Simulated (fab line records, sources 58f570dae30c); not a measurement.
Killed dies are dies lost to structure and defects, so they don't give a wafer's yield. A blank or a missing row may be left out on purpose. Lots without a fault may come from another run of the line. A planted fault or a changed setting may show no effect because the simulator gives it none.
Tool commonality check | flow berkeley_cmos170 | 13 lots, 37 wafers sampled

WHY IT WAS OPENED
At UCB170_M1_RS_MEAS_01 the reading M1_AL_RS is flagged on 1 of 13 lots. Wafers without a fault read 0.0481 ohm/sq, standard deviation 0.00057.
Rule: a lot is flagged when every wafer of it that has a number lies more than 4 standard deviations from that mean, or none has a number. The other lots count as sound.

lot  | measured     | on            | M1_AL_RS (ohm/sq), wafer by wafer | flag
L866 | day 7 02:49  | film_metro-03 | 0.0478 0.0480 0.0478              |
L868 | day 7 03:13  | film_metro-02 | 0.0474 0.0477 0.0475              |
L870 | day 7 11:37  | film_metro-02 | 0.0482 0.0475 0.0480              |
L872 | day 8 00:28  | film_metro-02 | 0.0486 0.0486 0.0480              |
L871 | day 8 06:06  | film_metro-03 | 0.0473 0.0472 0.0471              |
L877 | day 8 18:42  | film_metro-02 | 0.0474 0.0479 0.0473              |
L876 | day 8 18:47  | film_metro-03 | 0.0482 0.0477 0.0484              |
L873 | day 8 19:04  | film_metro-02 | 0.0481 0.0480 0.0484              |
L875 | day 8 19:11  | film_metro-03 | 0.0485 0.0478 0.0485              |
L881 | day 9 15:10  | film_metro-03 | 0.0489 0.0487 0.0485              |
L880 | day 9 16:53  | film_metro-01 | 0.0474 0.0482 0.0480              |
L882 | day 10 02:15 | film_metro-02 | 0.0489 0.0488 0.0481              |
L885 | day 11 16:08 | film_metro-03 | 0.0399                            | FLAGGED
The numbers of the flagged lots are 0.0399 ohm/sq on average: -0.0082 ohm/sq against the usual, or -14 standard deviations.

WHICH TOOL RAN EACH LOT
The record holds 3 process steps before the reading, out of a route of 331 steps. In each cell: the tool, then ch and the chambers that the sampled wafers went through, then the start.
lot  | flag    | UCB170_PSD_STRIP_09                 | UCB170_SDANNEAL_RTA_01           | UCB170_M1_SPUTTER_00
L866 |         | plasma_asher-04 ch 0,1, day 6 17:34 | rtp_anneal-01 ch 0, day 6 20:50  | pvd_sputter-04, day 7 02:44
L868 |         | plasma_asher-01 ch 0,1, day 6 17:27 | rtp_anneal-01 ch 0, day 6 20:33  | pvd_sputter-02, day 7 03:08
L870 |         | plasma_asher-01 ch 0,1, day 7 00:35 | rtp_anneal-02 ch 0, day 7 04:41  | pvd_sputter-04, day 7 11:33
L872 |         | plasma_asher-01 ch 0,1, day 7 15:25 | rtp_anneal-02 ch 0, day 7 18:19  | pvd_sputter-04, day 8 00:25
L871 |         | plasma_asher-04 ch 0,1, day 7 15:32 | rtp_anneal-01 ch 0, day 7 18:51  | pvd_sputter-02, day 8 06:02
L877 |         | plasma_asher-01 ch 0,1, day 8 07:25 | rtp_anneal-01 ch 0, day 8 10:54  | pvd_sputter-02, day 8 18:37
L876 |         | plasma_asher-04 ch 1, day 8 07:46   | rtp_anneal-02 ch 0, day 8 11:07  | pvd_sputter-03, day 8 18:43
L873 |         | plasma_asher-03 ch 0,1, day 8 08:05 | rtp_anneal-01 ch 0, day 8 11:34  | pvd_sputter-02, day 8 19:00
L875 |         | plasma_asher-01 ch 0,1, day 8 08:18 | rtp_anneal-02 ch 0, day 8 11:36  | pvd_sputter-03, day 8 19:08
L881 |         | plasma_asher-01 ch 0,1, day 9 06:09 | rtp_anneal-01 ch 0, day 9 09:14  | pvd_sputter-04, day 9 15:04
L880 |         | plasma_asher-03 ch 0,1, day 9 06:20 | rtp_anneal-02 ch 0, day 9 09:38  | pvd_sputter-03, day 9 16:49
L882 |         | plasma_asher-01 ch 0, day 9 17:38   | rtp_anneal-01 ch 0, day 9 20:23  | pvd_sputter-04, day 10 02:11
L885 | FLAGGED | plasma_asher-04 ch 0, day 11 00:35  | rtp_anneal-02 ch 0, day 11 06:44 | pvd_sputter-04, day 11 16:01
What these steps do:
- UCB170_PSD_STRIP_09: strips in O2.
- UCB170_SDANNEAL_RTA_01: time 5 s.
- UCB170_M1_SPUTTER_00: material Al, target thk 600 nm, time 80 s.
- UCB170_M1_RS_MEAS_01: measures by four-point-probe.

FLAGGED OVER TOTAL, TOOL BY TOOL (the gauges that took the reading come last)
step                   | tool            | lots run | flagged | share of the flagged lots | sound lots run after its first flagged lot
UCB170_PSD_STRIP_09    | plasma_asher-01 | 7        | 0       | none                      | -
UCB170_PSD_STRIP_09    | plasma_asher-03 | 2        | 0       | none                      | -
UCB170_PSD_STRIP_09    | plasma_asher-04 | 4        | 1       | all                       | 0
UCB170_SDANNEAL_RTA_01 | rtp_anneal-01   | 7        | 0       | none                      | -
UCB170_SDANNEAL_RTA_01 | rtp_anneal-02   | 6        | 1       | all                       | 0
UCB170_M1_SPUTTER_00   | pvd_sputter-02  | 4        | 0       | none                      | -
UCB170_M1_SPUTTER_00   | pvd_sputter-03  | 3        | 0       | none                      | -
UCB170_M1_SPUTTER_00   | pvd_sputter-04  | 6        | 1       | all                       | 0
UCB170_M1_RS_MEAS_01   | film_metro-01   | 1        | 0       | none                      | -
UCB170_M1_RS_MEAS_01   | film_metro-02   | 6        | 0       | none                      | -
UCB170_M1_RS_MEAS_01   | film_metro-03   | 6        | 1       | all                       | 0

WHAT THE TABLE ALLOWS
4 rows of the table ran every flagged lot: plasma_asher-04 at UCB170_PSD_STRIP_09, rtp_anneal-02 at UCB170_SDANNEAL_RTA_01, pvd_sputter-04 at UCB170_M1_SPUTTER_00, film_metro-03 at UCB170_M1_RS_MEAS_01.
- plasma_asher-04 at UCB170_PSD_STRIP_09: 1 of its 4 lots flagged. Its last sound lot is L876 (day 8 07:46), its first flagged lot L885 (day 11 00:35): a fault that began between those two fits.
- rtp_anneal-02 at UCB170_SDANNEAL_RTA_01: 1 of its 6 lots flagged. Its last sound lot is L880 (day 9 09:38), its first flagged lot L885 (day 11 06:44): a fault that began between those two fits.
- pvd_sputter-04 at UCB170_M1_SPUTTER_00: 1 of its 6 lots flagged. Its last sound lot is L882 (day 10 02:11), its first flagged lot L885 (day 11 16:01): a fault that began between those two fits.
- film_metro-03 at UCB170_M1_RS_MEAS_01: 1 of its 6 lots flagged. Its last sound lot is L881 (day 9 15:10), its first flagged lot L885 (day 11 16:08): a fault that began between those two fits.
Counting lots can't tell these 4 tools apart, because each fits a fault that began at some hour. More lots, or a look at what each step does to the wafer, might.

WHAT THE SIMULATOR HAD PUT IN
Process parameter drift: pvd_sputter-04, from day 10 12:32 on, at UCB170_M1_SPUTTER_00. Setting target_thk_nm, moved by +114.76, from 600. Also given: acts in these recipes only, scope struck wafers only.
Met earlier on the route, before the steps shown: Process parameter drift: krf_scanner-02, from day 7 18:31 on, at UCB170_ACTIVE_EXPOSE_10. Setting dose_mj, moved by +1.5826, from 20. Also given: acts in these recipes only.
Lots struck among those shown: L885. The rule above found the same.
